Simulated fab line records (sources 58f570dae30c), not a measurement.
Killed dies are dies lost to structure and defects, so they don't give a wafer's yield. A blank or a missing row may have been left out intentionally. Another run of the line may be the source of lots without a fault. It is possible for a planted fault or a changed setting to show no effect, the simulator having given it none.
fab line records	flow berkeley-cmos170
record: lots: 5	wafers: 23
route steps=331 shown GATE@133 PLDD@154 NLDD@159 SPACER@173 NSD@191 BACKSIDE@202 SDANNEAL@204 SILICIDE@211 CONTACT@228
start-h: start of the lot's first displayed wafer, in hours after the record's first day	wait-h: time in hours since the lot's previous step	" the same as in the row above	L1.1+2: a single row standing in for several wafers	- either no value or no given start	* or withheld: withheld	< > ~ a bound
route shown NAME@n: NAME is a module with steps in the file, n the number in the route of the first one	usual: mean/standard deviation of fault-free wafers	same: alike in all rows	chamber/n: place in a boat	sites: per-site readings	_std_site: their standard deviation	_edge_site: the outer-site mean with the inner-site mean subtracted	radius-mm: for every site, how far away it sits from the centre of the wafer	mask NAME#n: copy n	behind: the last tool/chamber to shape the wafer	hold: reason for holding the lot/hours on hold/outcome of the hold	device: names the non-switching transistor (n, p or np)	end of line: the same wafers' tests at the end of the route	a step without rows: its recipe alone	killed: at the first sort, the dies lost to defects and structure; wafer yield is something else	map: dies across one wafer; x = killed, . = not, _ = none there
set.NAME: the run value of the setting; set.NAME@STEP: its run value at that earlier step	model.NAME: the simulator's own value behind a step, which no gauge read
lots where settings were altered on purpose, with a table for each step and a row for each wafer
== steps ==
step: UCB170_GATE_COAT_07
recipe: resist: KrF	spin-rpm: 1500	resist-thk-nm: 900
lot.wafer	tool	chamber	start-h	wait-h	set.spin-rpm	model.KrF_of_GATE_COAT_07.thk-nm
L076.1	litho-track-03	0	-	-	1500	898.5
L076.2	"	0	"	"	1500	904
L076.4	"	0	"	"	1545	887.7
L076.5	"	0	"	"	1545	888.9
L076.6	"	0	"	"	1545	886.7
L079.1	litho-track-02	0	-	-	1500	900.4
L079.4	"	0	"	"	1500	899.3
L079.6	"	0	"	"	1500	897.9
L078.1	litho-track-01	0	-	-	1445	919.1
L078.2+6	"	0	"	"	1445	921.9
L078.3	"	0	"	"	1500	901.6
L078.5	"	0	"	"	1500	903.9
L082.2	litho-track-03	0	-	-	1500	903
L082.3	"	0	"	"	1500	901.5
L082.4	"	0	"	"	1500	901.2
L082.5	"	0	"	"	1500	900.1
L082.6	"	0	"	"	1500	902.9
L084.1	litho-track-02	0	-	-	1500	898.9
L084.2	"	0	"	"	1559	880.5
L084.3	"	0	"	"	1500	902.7
L084.4	"	0	"	"	1500	899.1
L084.5	"	0	"	"	1559	883.2
step: UCB170_GATE_SOFTBAKE_08
recipe: resist: KrF	temp-c: 130	time-s: 60
step: UCB170_GATE_EXPOSE_09
recipe: mask-id: POLY	target-cd-nm: 350	na: 0.5	sigma-outer: 0.6	source-shape: conventional	dose-mj: 21
step: UCB170_GATE_ETCH_14
recipe: chemistry: N2/H2	target-depth-a: withheld	overetch-a: withheld	target: BARC	time-s: withheld	source-w: 500	bias-w: 100	pressure-mtorr: 30	n2-flow-sccm: 100	h2-flow-sccm: 200
step: UCB170_GATE_ETCH_15
recipe: chemistry: HBr/Cl2	target: poly-Si	stop-on: SiO2	over-etch-frac: 0.3	icp-w: 300	bias-w: 150	time-s: 56.3	pressure-mtorr: 15	HBr_flow_sccm: 150	Cl2_flow_sccm: 50	target-depth-a: 2782
lot.wafer	tool	chamber	start-h	wait-h	set.spin-rpm@GATE_COAT_07	model.KrF_of_GATE_COAT_07.thk-nm
L076.1	rie-si-02	0	158.16	-	1500	775.1
L076.2	"	3	"	"	1500	779.4
L076.4	"	2	"	"	1545	764.8
L076.5	"	2	"	"	1545	766.3
L076.6	"	3	"	"	1545	761
L079.1	rie-si-01	0	172.56	-	1500	777.3
L079.4	"	1	"	"	1500	776.6
L079.6	"	2	"	"	1500	772.5
L078.1	rie-si-02	1	172.62	-	1445	793.6
L078.2	"	0	"	"	1445	797.5
L078.3	"	2	"	"	1500	777.9
L078.5	"	1	"	"	1500	779
L078.6	"	0	"	"	1445	798.3
L082.2	rie-si-01	0	182.67	-	1500	779.7
L082.3	"	3	"	"	1500	778
L082.4	"	2	"	"	1500	775.1
L082.5	"	3	"	"	1500	777.2
L082.6	"	0	"	"	1500	779.8
L084.1	rie-si-01	0	201.18	-	1500	775.7
L084.2	"	3	"	"	1559	756.7
L084.3	"	1	"	"	1500	779.1
L084.4	"	2	"	"	1500	774.8
L084.5	"	2	"	"	1559	757.9
step: UCB170_PLDD_IMPLANT_09
recipe: species: BF2	dose-cm2: 5e+13	energy-kev: 10	tilt-deg: 7	rotation-deg: 180
lot.wafer	tool	chamber	start-h	wait-h	set.energy-kev	model.implant.rp-nm	model.implant.drp-nm
L076.1+6	implanter-04	0	161.17	0.1	10.57	10.54	6.24
L076.2+4+5	"	0	"	"	10	10.11	6.005
L079.1+4+6	implanter-04	0	174.67	0.1	10	9.935	6.005
L078.1+2+3	implanter-02	0	174.94	0.1	10	10.15	6.005
L078.5+6	"	0	"	"	10.23	10.33	6.1
L082.2+3	implanter-01	0	184.41	0.1	10	10.14	6.005
L082.4+5+6	"	0	"	"	9.516	9.768	5.801
L084.1+2+3	implanter-01	0	203.50	0.1	10.35	10.32	6.15
L084.4+5	"	0	"	"	10	10.06	6.005
step: UCB170_NLDD_COAT_01
recipe: resist: KrF	spin-rpm: 1500	resist-thk-nm: 900
lot.wafer	tool	chamber	start-h	wait-h	set.resist-thk-nm	model.KrF_of_NLDD_COAT_01.thk-nm
L076.1	litho-track-04	0	161.90	0.1	942.7	941.3
L076.2	"	0	"	"	900	898.4
L076.4	"	0	"	"	942.7	938.6
L076.5	"	0	"	"	900	898.3
L076.6	"	0	"	"	942.7	940.7
L079.1	litho-track-01	0	175.42	0.1	900	900.4
L079.4	"	0	"	"	900	899.4
L079.6	"	0	"	"	900	901.6
L078.1	litho-track-04	0	175.77	0.1	952.7	949.8
L078.2	"	0	"	"	952.7	950.9
L078.3	"	0	"	"	900	896.3
L078.5	"	0	"	"	952.7	950.7
L078.6	"	0	"	"	900	896.5
L082.2	litho-track-02	0	185.94	0.1	852.6	854
L082.3	"	0	"	"	900	899.5
L082.4	"	0	"	"	852.6	853
L082.5	"	0	"	"	900	898.8
L082.6	"	0	"	"	852.6	853.4
L084.1	litho-track-02	0	204.14	0.1	953.9	949
L084.2	"	0	"	"	900	895.2
L084.3	"	0	"	"	953.9	947.1
L084.4	"	0	"	"	900	898.6
L084.5	"	0	"	"	953.9	948.2
step: UCB170_NLDD_SOFTBAKE_02
recipe: resist: KrF	temp-c: 130	time-s: 60
step: UCB170_NLDD_EXPOSE_03
recipe: mask-id: NSELECT	na: 0.5	sigma-outer: 0.6	source-shape: conventional	target-cd-nm: 1200	dose-mj: 30
step: UCB170_NLDD_IMPLANT_08
recipe: species: As	dose-cm2: 5e+13	energy-kev: 30	tilt-deg: 7	rotation-deg: 0
step: UCB170_NLDD_IMPLANT_09
recipe: species: As	dose-cm2: 5e+13	energy-kev: 30	tilt-deg: 7	rotation-deg: 180
step: UCB170_NLDD_STRIP_10
recipe: chemistry: O2	power-w: 400	pressure-mtorr: 3500	platen-temp-c: withheld	o2-flow-sccm: 400	overash-fraction: 0.5
usual: strip-time-to-endpoint-s: 21.62/0.065
lot.wafer	tool	chamber	start-h	wait-h	set.resist-thk-nm@NLDD_COAT_01	strip-time-to-endpoint-s
L076.1	plasma-asher-03	1	163.38	0.1	942.7	22.60
L076.2	"	0	"	"	900	21.60
L076.4	"	1	"	"	942.7	22.55
L076.5	"	1	"	"	900	21.59
L076.6	"	0	"	"	942.7	22.60
L078.1	plasma-asher-02	1	177.08	0.1	952.7	22.81
L078.2	"	0	"	"	952.7	22.85
L078.3	"	1	"	"	900	21.55
L078.5	"	1	"	"	952.7	22.83
L078.6	"	0	"	"	900	21.54
L079.1	plasma-asher-03	1	177.11	0.2	900	21.63
L079.4	"	0	"	"	900	21.60
L079.6	"	0	"	"	900	21.66
L082.2	plasma-asher-02	0	187.53	0.1	852.6	20.52
L082.3	"	0	"	"	900	21.62
L082.4	"	1	"	"	852.6	20.51
L082.5	"	1	"	"	900	21.61
L082.6	"	0	"	"	852.6	20.50
L084.1	plasma-asher-03	1	205.56	0.1	953.9	22.79
L084.2	"	0	"	"	900	21.50
L084.3	"	1	"	"	953.9	22.75
L084.4	"	0	"	"	900	21.58
L084.5	"	1	"	"	953.9	22.78
step: UCB170_SPACER_ANNEAL_02
recipe: temp-c: 900	time-s: 1800	ambient: N2
lot.wafer	tool	chamber	start-h	wait-h	set.temp-c
L076.1+2+4+5+6	-	-	-	3.8	923.3
L078.1+2+3+5+6	-	-	-	4.8	900
L079.1+4+6	furnace-02	0	182.29	4.8	900
L082.2+3+4+5+6	-	-	-	4.8	900
L084.1+2+3+4+5	-	-	-	4.2	886.1
step: UCB170_NSD_PEB_04
recipe: peb-temp-c: 130	peb-time-s: withheld	resist: KrF
lot.wafer	tool	chamber	start-h	wait-h	set.peb-temp-c
L076.1+2+4+5+6	litho-track-02	0	171.98	0.4	130
L078.1+3	litho-track-02	0	187.22	0.6	127.4
L078.2+5+6	"	0	"	"	130
L079.1+4+6	litho-track-03	0	187.39	0.4	130
L082.2+3+4+5+6	litho-track-03	0	198.47	0.1	130
L084.1+2	litho-track-01	0	215.64	0.1	130
L084.3+4+5	"	0	"	"	126.5
step: UCB170_NSD_DEVELOP_05
recipe: developer: TMAH	develop-time-s: 45	resist: KrF	dev-temp-c: 21
step: UCB170_NSD_CD_MEAS_06
recipe: target-cd-nm: 1200
usual: cd-nm: 1200.5/1.3
lot.wafer	tool	chamber	start-h	wait-h	set.peb-temp-c@NSD_PEB_04	cd-nm
L076.1	cd-sem-02	-	172.26	-	130	1201.7
L076.2	"	-	"	"	130	1201.0
L076.4	"	-	"	"	130	1201.5
L076.5	"	-	"	"	130	1201.3
L076.6	"	-	"	"	130	1202.6
L078.1	cd-sem-02	-	187.49	-	127.4	1183.4
L078.2	"	-	"	"	130	1202.2
L078.3	"	-	"	"	127.4	1182.5
L078.5	"	-	"	"	130	1201.2
L078.6	"	-	"	"	130	1202.2
L079.1	cd-sem-02	-	187.67	-	130	1202.0
L079.4	"	-	"	"	130	1199.3
L079.6	"	-	"	"	130	1199.5
L082.2	cd-sem-01	-	198.74	-	130	1200.0
L082.3	"	-	"	"	130	1202.5
L082.4	"	-	"	"	130	1201.0
L082.5	"	-	"	"	130	1202.3
L082.6	"	-	"	"	130	1201.9
L084.1	cd-sem-01	-	215.95	-	130	1198.3
L084.2	"	-	"	"	130	1199.3
L084.3	"	-	"	"	126.5	1171.6
L084.4	"	-	"	"	126.5	1172.5
L084.5	"	-	"	"	126.5	1171.5
step: UCB170_BACKSIDE_STRIP_03
recipe: chemistry: O2	power-w: 400	pressure-mtorr: 3500	platen-temp-c: withheld	o2-flow-sccm: 400	overash-fraction: 0.5
usual: oes-product-au: 0.734/0.0042	strip-time-to-endpoint-s: 21.98/0.064
lot.wafer	tool	chamber	start-h	wait-h	set.power-w	oes-product-au	strip-time-to-endpoint-s
L076.1	plasma-asher-03	1	173.61	0.1	400	0.733	21.94
L076.2	"	0	"	"	400	0.736	21.99
L076.4	"	0	"	"	419.8	0.750	21.19
L076.5	"	1	"	"	400	0.740	21.99
L076.6	"	0	"	"	419.8	0.748	21.18
L078.1	plasma-asher-01	1	188.58	0.1	400	0.742	21.99
L078.2	"	0	"	"	400	0.741	21.88
L078.3	"	0	"	"	371.2	0.706	23.14
L078.5	"	0	"	"	371.2	0.710	23.22
L078.6	"	1	"	"	400	0.731	21.88
L079.1	plasma-asher-03	1	188.77	0.1	400	0.738	22.05
L079.4	"	0	"	"	400	0.741	22.04
L079.6	"	0	"	"	400	0.738	21.97
L082.2	plasma-asher-04	1	199.81	0.1	400	0.735	21.89
L082.3	"	1	"	"	362.5	0.696	23.61
L082.4	"	0	"	"	400	0.735	21.88
L082.5	"	1	"	"	400	0.731	21.95
L082.6	"	0	"	"	362.5	0.698	23.60
L084.1	plasma-asher-03	0	217.58	0.1	360.1	0.698	23.82
L084.2	"	1	"	"	400	0.741	22.11
L084.3	"	1	"	"	360.1	0.704	23.91
L084.4	"	0	"	"	400	0.738	22.07
L084.5	"	1	"	"	400	0.736	22.12
step: UCB170_BACKSIDE_CLEAN_04
recipe: chemistry: SPM	temp-c: 120	time-s: 600
step: UCB170_SDANNEAL_RTA_00
recipe: temp-c: 900	time-s: 10	ambient: N2
step: UCB170_SDANNEAL_RS_MEAS_04
recipe: thk-meas-gauge: four-point-probe
usual: PLDD_RS: 1030/4.1
lot.wafer	tool	chamber	start-h	wait-h	set.temp-c@SPACER_ANNEAL_02	PLDD_RS[ohm/sq]
L076.1	film-metro-04	-	174.25	0.1	923.3	951
L076.2	"	-	"	"	923.3	951
L076.4	"	-	"	"	923.3	951
L076.5	"	-	"	"	923.3	952
L076.6	"	-	"	"	923.3	952
L078.1	film-metro-03	-	189.22	0.1	900	1030
L078.2	"	-	"	"	900	1034
L078.3	"	-	"	"	900	1032
L078.5	"	-	"	"	900	1032
L078.6	"	-	"	"	900	1030
L079.1	film-metro-04	-	189.43	0.1	900	1025
L079.4	"	-	"	"	900	1021
L079.6	"	-	"	"	900	1025
L082.2	film-metro-02	-	200.48	0.1	900	1032
L082.3	"	-	"	"	900	1035
L082.4	"	-	"	"	900	1037
L082.5	"	-	"	"	900	1038
L082.6	"	-	"	"	900	1036
L084.1	film-metro-02	-	218.27	0.1	886.1	1082
L084.2	"	-	"	"	886.1	1084
L084.3	"	-	"	"	886.1	1081
L084.4	"	-	"	"	886.1	1083
L084.5	"	-	"	"	886.1	1084
step: UCB170_SILICIDE_SPUTTER_01
recipe: material: Ti	target-thk-nm: 30	time-s: 25	power-w: 1500	chamber-pressure-pa: 0.5
lot.wafer	tool	chamber	start-h	wait-h	set.time-s	model.Ti_of_SILICIDE_SPUTTER_01.thk-nm
L076.1	pvd-sputter-03	-	174.56	0.0	25	30.73
L076.2	"	-	"	"	22.89	28.37
L076.4	"	-	"	"	22.89	28.61
L076.5	"	-	"	"	25	30.81
L076.6	"	-	"	"	25	30.69
L078.1	pvd-sputter-04	-	189.53	0.0	25	30.09
L078.2	"	-	"	"	22.42	27.24
L078.3	"	-	"	"	22.42	27.03
L078.5	"	-	"	"	25	30.13
L078.6	"	-	"	"	25	30.04
L079.1	pvd-sputter-02	-	189.73	0.0	25	30.31
L079.4	"	-	"	"	25	30.52
L079.6	"	-	"	"	25	30.44
L082.2	pvd-sputter-03	-	200.77	0.0	21.85	26.22
L082.3	"	-	"	"	21.85	26.55
L082.4	"	-	"	"	25	30.3
L082.5	"	-	"	"	25	30.25
L082.6	"	-	"	"	21.85	25.88
L084.1	pvd-sputter-04	-	218.58	0.0	25	29.8
L084.2	"	-	"	"	25	29.94
L084.3	"	-	"	"	25	30.02
L084.4	"	-	"	"	25	30
L084.5	"	-	"	"	25	29.66
step: UCB170_SILICIDE_RS_MEAS_02
recipe: thk-meas-gauge: four-point-probe	reads: Ti_of_SILICIDE_SPUTTER_01
usual: SILICIDE_TI_RS: 25.9/0.35
lot.wafer	tool	chamber	start-h	wait-h	set.time-s@SILICIDE_SPUTTER_01	SILICIDE_TI_RS[ohm/sq]
L076.1	film-metro-04	-	174.59	0.0	25	25.3
L076.2	"	-	"	"	22.89	27.8
L076.4	"	-	"	"	22.89	27.5
L076.5	"	-	"	"	25	25.2
L076.6	"	-	"	"	25	25.3
L078.1	film-metro-04	-	189.67	0.1	25	26.1
L078.2	"	-	"	"	22.42	29.3
L078.3	"	-	"	"	22.42	29.6
L078.5	"	-	"	"	25	26.0
L078.6	"	-	"	"	25	26.2
L079.1	film-metro-02	-	189.91	0.2	25	26.0
L079.4	"	-	"	"	25	25.7
L079.6	"	-	"	"	25	25.9
L082.2	film-metro-02	-	200.82	0.0	21.85	30.6
L082.3	"	-	"	"	21.85	30.1
L082.4	"	-	"	"	25	25.9
L082.5	"	-	"	"	25	25.8
L082.6	"	-	"	"	21.85	31.1
L084.1	film-metro-04	-	218.64	0.0	25	26.3
L084.2	"	-	"	"	25	26.1
L084.3	"	-	"	"	25	26.1
L084.4	"	-	"	"	25	26.1
L084.5	"	-	"	"	25	26.4
step: UCB170_SILICIDE_THK_MEAS_03
recipe: thk-meas-gauge: xrf	reads: Ti_of_SILICIDE_SPUTTER_01
usual: SILICIDE_TI_THK: 30.5/0.37
lot.wafer	tool	chamber	start-h	wait-h	set.time-s@SILICIDE_SPUTTER_01	SILICIDE_TI_THK[nm]
L076.1	film-metro-04	-	174.71	0.1	25	31.1
L076.2	"	-	"	"	22.89	28.7
L076.4	"	-	"	"	22.89	29.0
L076.5	"	-	"	"	25	31.1
L076.6	"	-	"	"	25	31.2
L078.1	film-metro-04	-	189.79	0.1	25	30.4
L078.2	"	-	"	"	22.42	27.5
L078.3	"	-	"	"	22.42	27.4
L078.5	"	-	"	"	25	30.4
L078.6	"	-	"	"	25	30.3
L079.1	film-metro-02	-	190.03	0.1	25	30.6
L079.4	"	-	"	"	25	30.7
L079.6	"	-	"	"	25	30.7
L082.2	film-metro-02	-	200.93	0.1	21.85	26.5
L082.3	"	-	"	"	21.85	26.9
L082.4	"	-	"	"	25	30.7
L082.5	"	-	"	"	25	30.5
L082.6	"	-	"	"	21.85	26.0
L084.1	film-metro-04	-	218.76	0.1	25	30.1
L084.2	"	-	"	"	25	30.1
L084.3	"	-	"	"	25	30.3
L084.4	"	-	"	"	25	30.2
L084.5	"	-	"	"	25	30.0
step: UCB170_CONTACT_EXPOSE_12
recipe: mask-id: CONT	target-cd-nm: 700	na: 0.5	sigma-outer: 0.6	source-shape: conventional	dose-mj: 35
lot.wafer	tool	chamber	start-h	wait-h	mask	set.dose-mj
L076.1+6	krf-scanner-02	0	178.52	-	CONT#0	32.43
L076.2+4+5	"	0	"	"	CONT#0	35
L078.1+2+5	krf-scanner-02	0	193.63	-	CONT#0	33.95
L078.3+6	"	0	"	"	CONT#0	35
L079.1+4+6	krf-scanner-02	0	193.98	-	CONT#0	35
L082.2+5	krf-scanner-02	0	204.39	-	CONT#0	33.39
L082.3+4+6	"	0	"	"	CONT#0	35
L084.1+4	krf-scanner-02	0	223.34	-	CONT#0	35
L084.2+3+5	"	0	"	"	CONT#0	36.71
step: UCB170_CONTACT_PEB_13
recipe: peb-temp-c: 130	peb-time-s: withheld	resist: KrF
step: UCB170_CONTACT_DEVELOP_14
recipe: developer: TMAH	develop-time-s: 45	resist: KrF	dev-temp-c: 21
step: UCB170_CONTACT_CD_MEAS_15
recipe: target-cd-nm: 700
usual: cd-nm: 699.9/1.6
lot.wafer	tool	chamber	start-h	wait-h	set.dose-mj@CONTACT_EXPOSE_12	cd-nm
L076.1	cd-sem-01	-	178.91	-	32.43	686.1
L076.2	"	-	"	"	35	698.6
L076.4	"	-	"	"	35	699.0
L076.5	"	-	"	"	35	697.9
L076.6	"	-	"	"	32.43	685.6
L078.1	cd-sem-01	-	194.25	-	33.95	697.9
L078.2	"	-	"	"	33.95	697.4
L078.3	"	-	"	"	35	702.7
L078.5	"	-	"	"	33.95	696.4
L078.6	"	-	"	"	35	702.4
L079.1	cd-sem-02	-	194.37	-	35	700.1
L079.4	"	-	"	"	35	700.5
L079.6	"	-	"	"	35	699.8
L082.2	cd-sem-02	-	205.01	-	33.39	690.2
L082.3	"	-	"	"	35	699.1
L082.4	"	-	"	"	35	697.9
L082.5	"	-	"	"	33.39	690.8
L082.6	"	-	"	"	35	697.8
L084.1	cd-sem-02	-	223.73	-	35	699.6
L084.2	"	-	"	"	36.71	706.3
L084.3	"	-	"	"	36.71	708.5
L084.4	"	-	"	"	35	699.1
L084.5	"	-	"	"	36.71	706.8
step: UCB170_CONTACT_ETCH_17
recipe: chemistry: N2/H2	target-depth-a: withheld	overetch-a: withheld	target: BARC	time-s: withheld	source-w: 500	bias-w: 100	pressure-mtorr: 30	n2-flow-sccm: 100	h2-flow-sccm: 200
lot.wafer	tool	chamber	start-h	wait-h	set.dose-mj@CONTACT_EXPOSE_12	model.CONTACT.cd-nm
L076.1	rie-diel-03	1	179.07	0.0	32.43	685.9
L076.2	"	2	"	"	35	698.7
L076.4	"	0	"	"	35	699.4
L076.5	"	2	"	"	35	698.2
L076.6	"	3	"	"	32.43	685.3
L078.1	rie-diel-04	3	194.41	0.0	33.95	698.2
L078.2	"	0	"	"	33.95	697.7
L078.3	"	1	"	"	35	702.6
L078.5	"	1	"	"	33.95	696.4
L078.6	"	2	"	"	35	702.9
L079.1	rie-diel-01	2	194.52	0.0	35	700.2
L079.4	"	3	"	"	35	700.9
L079.6	"	1	"	"	35	699.3
L082.2	rie-diel-04	2	205.14	0.0	33.39	689.8
L082.3	"	0	"	"	35	698.9
L082.4	"	1	"	"	35	697.2
L082.5	"	1	"	"	33.39	690.1
L082.6	"	0	"	"	35	697.7
L084.1	rie-diel-01	1	223.89	0.0	35	699.3
L084.2	"	0	"	"	36.71	706.4
L084.3	"	2	"	"	36.71	708.5
L084.4	"	3	"	"	35	699
L084.5	"	0	"	"	36.71	707
step: UCB170_CONTACT_ETCH_18
recipe: chemistry: CHF3/CF4/Ar	target: PSG	stop-on: TiSi2	CHF3_flow_sccm: 45	cf4-flow-sccm: 15	Ar_flow_sccm: 150	pressure-mtorr: 200	rf-w: 700	target-depth-a: 8400	over-etch-frac: 0.2	time-s: 195
step: UCB170_CONTACT_STRIP_19
recipe: chemistry: O2	power-w: 400	pressure-mtorr: 3500	platen-temp-c: withheld	o2-flow-sccm: 400	overash-fraction: 0.5
step: UCB170_CONTACT_CD_MEAS_90
recipe: target-cd-nm: 700
usual: cd-nm: 700.0/1.6
lot.wafer	tool	chamber	start-h	wait-h	set.dose-mj@CONTACT_EXPOSE_12	cd-nm
L076.1	cd-sem-02	-	179.34	0.1	32.43	686.3
L076.2	"	-	"	"	35	699.8
L076.4	"	-	"	"	35	699.5
L076.5	"	-	"	"	35	698.6
L076.6	"	-	"	"	32.43	685.7
L078.1	cd-sem-01	-	194.67	0.1	33.95	698.6
L078.2	"	-	"	"	33.95	697.5
L078.3	"	-	"	"	35	702.3
L078.5	"	-	"	"	33.95	696.3
L078.6	"	-	"	"	35	702.3
L079.1	cd-sem-02	-	194.79	0.1	35	699.9
L079.4	"	-	"	"	35	700.7
L079.6	"	-	"	"	35	699.2
L082.2	cd-sem-02	-	205.43	0.1	33.39	690.4
L082.3	"	-	"	"	35	698.6
L082.4	"	-	"	"	35	697.3
L082.5	"	-	"	"	33.39	690.4
L082.6	"	-	"	"	35	697.8
L084.1	cd-sem-01	-	224.16	0.1	35	699.9
L084.2	"	-	"	"	36.71	706.7
L084.3	"	-	"	"	36.71	708.6
L084.4	"	-	"	"	35	699.4
L084.5	"	-	"	"	36.71	707.5
== key ==
split: step: UCB170_GATE_COAT_07	setting: spin-rpm	stated: 1500	by: wafer
response: step: UCB170_GATE_COAT_07	reading: model.KrF_of_GATE_COAT_07.thk-nm	change: -4.73	per: 1%	r: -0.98
response: step: UCB170_GATE_ETCH_15	reading: model.KrF_of_GATE_COAT_07.thk-nm	change: -4.79	per: 1%	r: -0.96
split: step: UCB170_PLDD_IMPLANT_09	setting: energy-kev	stated: 10	by: wafer
response: step: UCB170_PLDD_IMPLANT_09	reading: model.implant.rp-nm	change: +0.0759	per: 1%	r: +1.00
response: step: UCB170_PLDD_IMPLANT_09	reading: model.implant.drp-nm	change: +0.0415	per: 1%	r: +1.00
split: step: UCB170_NLDD_COAT_01	setting: resist-thk-nm	stated: 900	by: wafer
response: step: UCB170_NLDD_COAT_01	reading: model.KrF_of_NLDD_COAT_01.thk-nm	change: +8.82	per: 1%	r: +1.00
response: step: UCB170_NLDD_STRIP_10	reading: strip-time-to-endpoint-s	change: *	per: 1%	r: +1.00
split: step: UCB170_SPACER_ANNEAL_02	setting: temp-c	stated: 900	by: lot
response: step: UCB170_SDANNEAL_RS_MEAS_04	reading: PLDD_RS	change: -31.6	per: 1%	r: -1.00
split: step: UCB170_NSD_PEB_04	setting: peb-temp-c	stated: 130	by: wafer
response: step: UCB170_NSD_CD_MEAS_06	reading: cd-nm	change: +9.82	per: 1%	r: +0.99
split: step: UCB170_BACKSIDE_STRIP_03	setting: power-w	stated: 400	by: wafer
response: step: UCB170_BACKSIDE_STRIP_03	reading: oes-product-au	change: +0.00375	per: 1%	r: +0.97
response: step: UCB170_BACKSIDE_STRIP_03	reading: strip-time-to-endpoint-s	change: *	per: 1%	r: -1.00
split: step: UCB170_SILICIDE_SPUTTER_01	setting: time-s	stated: 25	by: wafer
response: step: UCB170_SILICIDE_SPUTTER_01	reading: model.Ti_of_SILICIDE_SPUTTER_01.thk-nm	change: +0.299	per: 1%	r: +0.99
response: step: UCB170_SILICIDE_RS_MEAS_02	reading: SILICIDE_TI_RS	change: -0.341	per: 1%	r: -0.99
response: step: UCB170_SILICIDE_THK_MEAS_03	reading: SILICIDE_TI_THK	change: +0.302	per: 1%	r: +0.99
split: step: UCB170_CONTACT_EXPOSE_12	setting: dose-mj	stated: 35	by: wafer
response: step: UCB170_CONTACT_CD_MEAS_15	reading: cd-nm	change: +1.69	per: 1%	r: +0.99
response: step: UCB170_CONTACT_ETCH_17	reading: model.CONTACT.cd-nm	change: +1.76	per: 1%	r: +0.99
response: step: UCB170_CONTACT_CD_MEAS_90	reading: cd-nm	change: +1.72	per: 1%	r: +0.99
